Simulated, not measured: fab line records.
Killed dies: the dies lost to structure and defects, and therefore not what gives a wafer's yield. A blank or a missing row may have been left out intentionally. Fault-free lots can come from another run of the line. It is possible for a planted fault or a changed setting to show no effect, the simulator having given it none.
A struck lot beside a sound one || flow berkeleyCmos170 || 36 out of 331 route steps
Sound: these wafers, L149.1, L149.2, L149.4. The struck wafers were L151.1, L151.4, L151.6. The cause comes at the end.
Order at every step that has rows: each side's tool, ch and its chambers, its first start. Under that, the readings that differ: sound wafers || struck wafers || difference of the means || sigmas: that difference in standard deviations of wafers without a fault.
alike: readings whose means differ by less than 2 such deviations, and words and numbers that are the same on both sides. not compared: withheld readings, readings that some wafer has no value for, bounds like >300 that may hide the same value, and numbers for which the record gives no deviation and whose values overlap.
A row with sigmas, a row that says differs or no value, or rows on one side alone: a step with any of these is where the two part. When numbers do not overlap yet have no deviation, they are printed without sigmas and do not part them. A reading missing from all wafers of one side parts the sides only when that side holds two or more wafers.

UCB170_SPACER_CVD_00: deposits SiO2 from TEOS/O2, target thk 376 nm, time 47 s.
  sound on pecvd-03 ch 1,2, day 7 21:56; struck on pecvd-01 ch 0,2, day 8 19:48
  alike: heaterPowerW
  not compared: sinceWetCleanH
UCB170_SPACER_THK_MEAS_01:
  struck on filmMetro-03, day 8 20:01; sound on filmMetro-01, day 7 21:58
  alike: SPACER_TEOS_THK
then, 1 step without rows for these wafers: UCB170_SPACER_ANNEAL_02 (time 1800 s).
UCB170_SPACER_ETCHBACK_03: etches SiO2 in CHF3/CF4/Ar, stops on Si, target depth 376 nm, time 100 s.
  sound on rieDiel-01 ch 1,2,3, day 8 01:00; struck on rieDiel-02 ch 0,3, day 8 23:55
{"reading": "drypumpMotorCurrentA (A)", "sound": "5.6 5.9 6.4", "struck": "5.0 4.8 5.0", "difference": -1.0, "sigmas": -2}
  alike: oesProductAu, throttleValvePct
  not compared: rfHoursCounterH
then, 6 steps without rows for these wafers: UCB170_PSD_HMDS_00 (prime time 60 s); UCB170_PSD_COAT_01 (resist thk 900 nm); UCB170_PSD_SOFTBAKE_02 (time 60 s); UCB170_PSD_EXPOSE_03 (exposes mask PSELECT MOD, target cd 1200 nm); UCB170_PSD_PEB_04; UCB170_PSD_DEVELOP_05 (develop time 45 s).
UCB170_PSD_CD_MEAS_06: the cd target is 1200 nm.
  struck on cdSem-01, day 9 01:04; sound on cdSem-01, day 8 02:02
{"reading": "cdNm (nm)", "sound": "1203.3 1202.6 1203.4", "struck": "1198.1 1198.4 1198.0", "difference": -4.9, "sigmas": -4}
UCB170_PSD_OVL_MEAS_07:
  struck on overlay-02, day 9 01:11; sound on overlay-02, day 8 02:10
  alike: PSD_OVL
UCB170_PSD_IMPLANT_08:
  struck on implanter-04, day 9 01:14; sound on implanter-04 ch 0, day 8 02:13
  no value came back on the struck wafers for beamEnergyKeV, beamOnS (s), faradayCurrentUA, tiltDeg (degrees); on the sound wafers beamEnergyKeV reads 20.000 19.995 20.005
UCB170_PSD_STRIP_09: strips in O2.
  sound on plasmaAsher-01 ch 0,1, day 8 02:22; struck on plasmaAsher-02 ch 0,1, day 9 01:23
{"reading": "drypumpMotorCurrentA (A)", "sound": "5.2 4.6 4.6", "struck": "5.8 6.0 6.0", "difference": "+1.1", "sigmas": "+2"}
{"reading": "oesProductAu (a.u.)", "sound": "0.600 0.599 0.601", "struck": "0.727 0.729 0.739", "difference": "+0.132", "sigmas": "+31"}
{"reading": "stripTimeToEndpointS (s)", "sound": "29.30 29.31 29.29", "struck": "21.63 21.62 21.69", "difference": -7.65, "sigmas": "-99 or more"}
  not compared: rfHoursCounterH
UCB170_PSD_TW_MEAS_10:
  struck on filmMetro-04, day 9 01:29; sound on filmMetro-04, day 8 02:28
{"reading": "PSD_TW", "sound": "2312 2294 2309", "struck": "30 30 30", "difference": -2275, "sigmas": "-99 or more"}
then, 7 steps without rows for these wafers: UCB170_PSD_CLEAN_11 (cleans in SPM, time 600 s); UCB170_NSD_HMDS_00 (prime time 60 s); UCB170_NSD_COAT_01 (resist thk 900 nm); UCB170_NSD_SOFTBAKE_02 (time 60 s); UCB170_NSD_EXPOSE_03 (exposes mask NSELECT MOD, target cd 1200 nm); UCB170_NSD_PEB_04; UCB170_NSD_DEVELOP_05 (develop time 45 s).
UCB170_NSD_CD_MEAS_06: the cd target is 1200 nm.
  struck on cdSem-01, day 9 05:53; sound on cdSem-02, day 8 03:48
  alike: cdNm
UCB170_NSD_OVL_MEAS_07:
  struck on overlay-01, day 9 06:01; sound on overlay-02, day 8 03:55
  alike: NSD_OVL
then, 2 steps without rows for these wafers: UCB170_NSD_IMPLANT_08; UCB170_NSD_STRIP_09 (strips in O2).
UCB170_NSD_TW_MEAS_10:
  struck on filmMetro-02, day 9 06:17; sound on filmMetro-04, day 8 04:13
  alike: NSD_TW
then, 4 steps without rows for these wafers: UCB170_NSD_CLEAN_11 (cleans in SPM, time 600 s); UCB170_BACKSIDE_HMDS_00 (prime time 60 s); UCB170_BACKSIDE_COAT_01 (resist thk 900 nm); UCB170_BACKSIDE_SOFTBAKE_02 (time 60 s).
UCB170_BACKSIDE_STRIP_03: strips in O2.
  sound on plasmaAsher-03 ch 0,1, day 8 04:53; struck on plasmaAsher-03 ch 0,1, day 9 07:04
{"reading": "oesProductAu (a.u.)", "sound": "0.733 0.725 0.727", "struck": "0.737 0.738 0.742", "difference": "+0.011", "sigmas": "+2"}
  alike: drypumpMotorCurrentA, stripTimeToEndpointS
  not compared: rfHoursCounterH
then, 1 step without rows for these wafers: UCB170_BACKSIDE_CLEAN_04 (cleans in SPM, time 600 s).
UCB170_SDANNEAL_RTA_00: time 10 s.
  sound on rtpAnneal-02 ch 0, day 8 05:10; struck on rtpAnneal-02 ch 0, day 9 07:21
  alike: lampPowerPct, wafer_temp_C_max
UCB170_SDANNEAL_RTA_01: time 5 s.
  sound on rtpAnneal-02 ch 0, day 8 05:14; struck on rtpAnneal-02 ch 0, day 9 07:25
  alike: lampPowerPct, wafer_temp_C_max
UCB170_SDANNEAL_RS_MEAS_02: measurement is done with a four-point probe.
  struck on filmMetro-03, day 9 07:29; sound on filmMetro-02, day 8 05:17
{"reading": "PSD_RS (ohm/sq)", "sound": "75.4 75.6 75.3", "struck": "132.9 133.3 133.2", "difference": "+57.7", "sigmas": "+99 or more"}

WHERE THEY PART
At UCB170_SPACER_ETCHBACK_03 first; at UCB170_SDANNEAL_RS_MEAS_02 last (within this record only).

WHY: whatever the simulator had introduced
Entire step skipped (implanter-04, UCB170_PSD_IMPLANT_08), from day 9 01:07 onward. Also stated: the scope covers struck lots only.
